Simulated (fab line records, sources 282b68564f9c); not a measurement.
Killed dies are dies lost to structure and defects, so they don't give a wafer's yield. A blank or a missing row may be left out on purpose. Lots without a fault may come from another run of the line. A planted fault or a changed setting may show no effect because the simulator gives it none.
fab line records | flow rit_cmos
record lots=5 wafers=23
route steps=202 shown CONTACT@173 M1@184
start_h: hours from the record's first day to the start of the lot's first wafer shown | wait_h: hours since the lot's step before | " the same as in the row above | L1.1+2: a row that stands for several wafers | - no value, or no start given | * or withheld: withheld | < > ~ a bound
route shown NAME@n: a module of which the file shows steps, and the number in the route of the first | usual: mean/standard deviation of fault-free wafers | same: alike in all rows | chamber/n: place in a boat | sites: the reading at each site | _std_site: their standard deviation | _edge_site: outer sites' mean less inner sites' | radius_mm: how far each site lies from the wafer's centre | mask NAME#n: copy n | behind: the tool/chamber that last shaped the wafer | hold: why the lot was held/for how many hours/how that ended | device: the transistor (n, p or np) that didn't switch | end of line: the same wafers' tests at the end of the route | a step without rows: its recipe alone | killed: dies lost to structure and defects at the first sort, not the wafer's yield | map: a wafer's dies, x killed, . not, _ none there
set.NAME: the setting as run; set.NAME@STEP: as run at that earlier step | model.NAME: the simulator's own value behind a step, which no gauge read
lots whose settings were changed on purpose; a table a step, a row a wafer
## steps
# step RIT_CONTACT_EXPOSE_05
# recipe mask_id=M11 na=0.6 source_shape=conventional sigma_outer=0.5 target_cd_nm=1000 dose_mj=250
# columns lot.wafer tool chamber start_h wait_h mask set.dose_mj
L078.1+2+5 iline_stepper-02 0 70.32 0.1 M11#0 250
L079.1+2 iline_stepper-02 0 75.59 0.1 M11#0 250
L079.3+5+6 " 0 " " M11#0 265.2
L080.1+3+4 iline_stepper-01 0 80.65 0.2 M11#0 250
L080.2+5 " 0 " " M11#0 237.8
L084.1+6 iline_stepper-02 0 100.50 0.1 M11#0 260.6
L084.2+3+5 " 0 " " M11#0 250
L085.2+3+4+5+6 iline_stepper-01 0 107.00 0.2 M11#0 250
# step RIT_CONTACT_PEB_06
# recipe resist=NOVOLAK temp_c=withheld time_s=withheld
# step RIT_CONTACT_DEVELOP_07
# recipe resist=NOVOLAK develop_time_s=120 dev_temp_c=23
# step RIT_CONTACT_CD_MEAS_08
# recipe target_cd_nm=1000
# usual cd_nm=1000.3/1.8
# columns lot.wafer tool chamber start_h wait_h set.dose_mj@CONTACT_EXPOSE_05 cd_nm
L078.1 cd_sem-01 - 71.08 - 250 999.8
L078.2 " - " " 250 1001.9
L078.5 " - " " 250 1001.9
L079.1 cd_sem-01 - 76.11 - 250 1002.0
L079.2 " - " " 250 1002.2
L079.3 " - " " 265.2 1018.9
L079.5 " - " " 265.2 1018.3
L079.6 " - " " 265.2 1018.8
L080.1 cd_sem-01 - 81.16 - 250 998.3
L080.2 " - " " 237.8 983.6
L080.3 " - " " 250 999.3
L080.4 " - " " 250 997.8
L080.5 " - " " 237.8 984.5
L084.1 cd_sem-02 - 101.02 - 260.6 1014.4
L084.2 " - " " 250 1002.8
L084.3 " - " " 250 1001.9
L084.5 " - " " 250 1002.0
L084.6 " - " " 260.6 1012.8
L085.2 cd_sem-01 - 107.52 - 250 997.7
L085.3 " - " " 250 997.4
L085.4 " - " " 250 995.7
L085.5 " - " " 250 997.6
L085.6 " - " " 250 999.0
# step RIT_CONTACT_HARDBAKE_10
# recipe resist=NOVOLAK temp_c=140 time_s=60
# step RIT_CONTACT_ETCH_11
# recipe target_depth_a=4800 over_etch_frac=0.2 stop_on=TiSi2 chemistry=CHF3/CF4/Ar target=SiO2 CHF3_flow_sccm=50 cf4_flow_sccm=10 Ar_flow_sccm=100 O2_flow_sccm=5 pressure_mtorr=100 rf_w=200 time_s=320
# columns lot.wafer tool chamber start_h wait_h set.time_s@CONTACT_CVD_00 set.dose_mj@CONTACT_EXPOSE_05 model.etch.depth_nm model.CONTACT.feature_depth_nm model.CONTACT.cd_nm
L078.1 rie_diel-01 2 71.38 0.1 61 250 395.5 395.5 1000
L078.2 " 3 " " 61 250 398.1 398.1 1002
L078.5 " 3 " " 61 250 403.4 403.4 1002
L079.1 rie_diel-01 1 76.45 0.1 52.18 250 336 336 1002
L079.2 " 2 " " 52.18 250 341 341 1002
L079.3 " 0 " " 61 265.2 390.4 390.4 1019
L079.5 " 2 " " 61 265.2 403.3 403.3 1018
L079.6 " 1 " " 52.18 265.2 345.1 345.1 1019
L080.1 rie_diel-02 1 81.47 0.1 61 250 - 392.5 997.6
L080.2 " 0 " " 67.52 237.8 439.6 439.6 983.5
L080.3 " 3 " " 67.52 250 - 436.3 999.3
L080.4 " 2 " " 61 250 402.2 402.2 997
L080.5 " 0 " " 61 237.8 404.4 404.4 984.5
L084.1 rie_diel-01 3 101.33 0.1 61 260.6 399 399 1015
L084.2 " 1 " " 61 250 393.2 393.2 1002
L084.3 " 2 " " 61 250 - 402.3 1002
L084.5 " 2 " " 61 250 - 400.8 1003
L084.6 " 1 " " 61 260.6 400.9 400.9 1012
L085.2 rie_diel-01 1 107.80 0.1 58.37 250 385.9 385.9 997.4
L085.3 " 2 " " 61 250 396.7 396.7 997.2
L085.4 " 3 " " 61 250 - 405.9 995.9
L085.5 " 3 " " 58.37 250 - 382.3 997.6
L085.6 " 0 " " 61 250 405.7 405.7 998.9
# step RIT_CONTACT_STRIP_12
# recipe chemistry=O2 time_s=180 resist=NOVOLAK platen_temp_c=withheld power_w=500 pressure_mtorr=4000 o2_flow_sccm=4000
# step RIT_CONTACT_CD_MEAS_90
# recipe target_cd_nm=1000
# usual cd_nm=1000.3/1.9
# columns lot.wafer tool chamber start_h wait_h set.dose_mj@CONTACT_EXPOSE_05 cd_nm
L078.1 cd_sem-01 - 71.75 0.1 250 1000.6
L078.2 " - " " 250 1002.6
L078.5 " - " " 250 1001.5
L079.1 cd_sem-02 - 76.82 0.1 250 1001.4
L079.2 " - " " 250 1002.5
L079.3 " - " " 265.2 1018.4
L079.5 " - " " 265.2 1018.0
L079.6 " - " " 265.2 1019.1
L080.1 cd_sem-02 - 81.84 0.1 250 997.5
L080.2 " - " " 237.8 983.5
L080.3 " - " " 250 999.2
L080.4 " - " " 250 996.9
L080.5 " - " " 237.8 984.8
L084.1 cd_sem-01 - 101.69 0.1 260.6 1015.0
L084.2 " - " " 250 1002.3
L084.3 " - " " 250 1002.3
L084.5 " - " " 250 1002.3
L084.6 " - " " 260.6 1012.3
L085.2 cd_sem-01 - 108.19 0.1 250 997.4
L085.3 " - " " 250 997.3
L085.4 " - " " 250 996.0
L085.5 " - " " 250 997.4
L085.6 " - " " 250 998.8
# step RIT_M1_SPUTTER_00
# recipe material=Al target_thk_nm=400 power_w=2000 chamber_pressure_pa=0.4 gas=Ar time_s=500 substrate_temp_c=25
# columns lot.wafer tool chamber start_h wait_h set.time_s model.Al_of_M1_SPUTTER_00.thk_nm
L078.1 pvd_sputter-04 - 72.22 0.0 500 399.6
L078.2 " - " " 500 402.8
L078.5 " - " " 500 396.8
L079.1 pvd_sputter-01 - 77.29 0.0 500 391.5
L079.2 " - " " 500 394.3
L079.3 " - " " 500 391.6
L079.5 " - " " 500 396.6
L079.6 " - " " 500 394
L080.1 pvd_sputter-04 - 82.32 0.0 539.8 434.1
L080.2 " - " " 500 398.9
L080.3 " - " " 539.8 429.2
L080.4 " - " " 500 400.6
L080.5 " - " " 500 395
L084.1 pvd_sputter-04 - 102.34 0.0 500 403.8
L084.2 " - " " 500 406.4
L084.3 " - " " 431.2 345.9
L084.5 " - " " 431.2 349.7
L084.6 " - " " 500 403.5
L085.2 pvd_sputter-01 - 108.64 0.0 500 397.9
L085.3 " - " " 500 398.2
L085.4 " - " " 439.6 353.6
L085.5 " - " " 439.6 350.8
L085.6 " - " " 500 402.9
# step RIT_M1_RS_MEAS_01
# recipe thk_meas_gauge=four-point-probe reads=Al_of_M1_SPUTTER_00
# usual M1_AL_RS=0.0738/0.00097
# columns lot.wafer tool chamber start_h wait_h set.time_s@M1_SPUTTER_00 M1_AL_RS[ohm/sq]
L078.1 film_metro-03 - 72.55 0.2 500 0.0734
L078.2 " - " " 500 0.0728
L078.5 " - " " 500 0.0741
L079.1 film_metro-01 - 77.58 0.1 500 0.0751
L079.2 " - " " 500 0.0746
L079.3 " - " " 500 0.0752
L079.5 " - " " 500 0.0741
L079.6 " - " " 500 0.0747
L080.1 film_metro-03 - 82.65 0.2 539.8 0.0676
L080.2 " - " " 500 0.0736
L080.3 " - " " 539.8 0.0683
L080.4 " - " " 500 0.0733
L080.5 " - " " 500 0.0744
L084.1 film_metro-04 - 102.67 0.2 500 0.0727
L084.2 " - " " 500 0.0721
L084.3 " - " " 431.2 0.0852
L084.5 " - " " 431.2 0.0841
L084.6 " - " " 500 0.0726
L085.2 film_metro-03 - 108.96 0.2 500 0.0739
L085.3 " - " " 500 0.0737
L085.4 " - " " 439.6 0.0833
L085.5 " - " " 439.6 0.0842
L085.6 " - " " 500 0.0730
# step RIT_M1_THK_MEAS_02
# recipe thk_meas_gauge=xrf reads=Al_of_M1_SPUTTER_00
# usual M1_AL_THK=398/5
# columns lot.wafer tool chamber start_h wait_h set.time_s@M1_SPUTTER_00 M1_AL_THK[nm]
L078.1 film_metro-03 - 72.67 0.1 500 398
L078.2 " - " " 500 403
L078.5 " - " " 500 394
L079.1 film_metro-01 - 77.70 0.1 500 391
L079.2 " - " " 500 392
L079.3 " - " " 500 390
L079.5 " - " " 500 395
L079.6 " - " " 500 394
L080.1 film_metro-03 - 82.77 0.1 539.8 434
L080.2 " - " " 500 399
L080.3 " - " " 539.8 427
L080.4 " - " " 500 399
L080.5 " - " " 500 394
L084.1 film_metro-04 - 102.79 0.1 500 400
L084.2 " - " " 500 405
L084.3 " - " " 431.2 343
L084.5 " - " " 431.2 349
L084.6 " - " " 500 402
L085.2 film_metro-03 - 109.07 0.1 500 397
L085.3 " - " " 500 398
L085.4 " - " " 439.6 355
L085.5 " - " " 439.6 351
L085.6 " - " " 500 405
## key
split step=RIT_CONTACT_EXPOSE_05 setting=dose_mj stated=250 by=wafer
response step=RIT_CONTACT_CD_MEAS_08 reading=cd_nm change=+2.78 per=1% r=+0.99
response step=RIT_CONTACT_ETCH_11 reading=model.CONTACT.cd_nm change=+2.76 per=1% r=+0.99
response step=RIT_CONTACT_CD_MEAS_90 reading=cd_nm change=+2.74 per=1% r=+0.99
split step=RIT_M1_SPUTTER_00 setting=time_s stated=500 by=wafer
response step=RIT_M1_SPUTTER_00 reading=model.Al_of_M1_SPUTTER_00.thk_nm change=+4.06 per=1% r=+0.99
response step=RIT_M1_RS_MEAS_01 reading=M1_AL_RS change=-0.000845 per=1% r=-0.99
response step=RIT_M1_THK_MEAS_02 reading=M1_AL_THK change=+4.03 per=1% r=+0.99
split outside_this_file step=RIT_CONTACT_CVD_00 setting=time_s
# split outside_this_file: this setting was split too, and the file shows its column; the key of that split is in another file
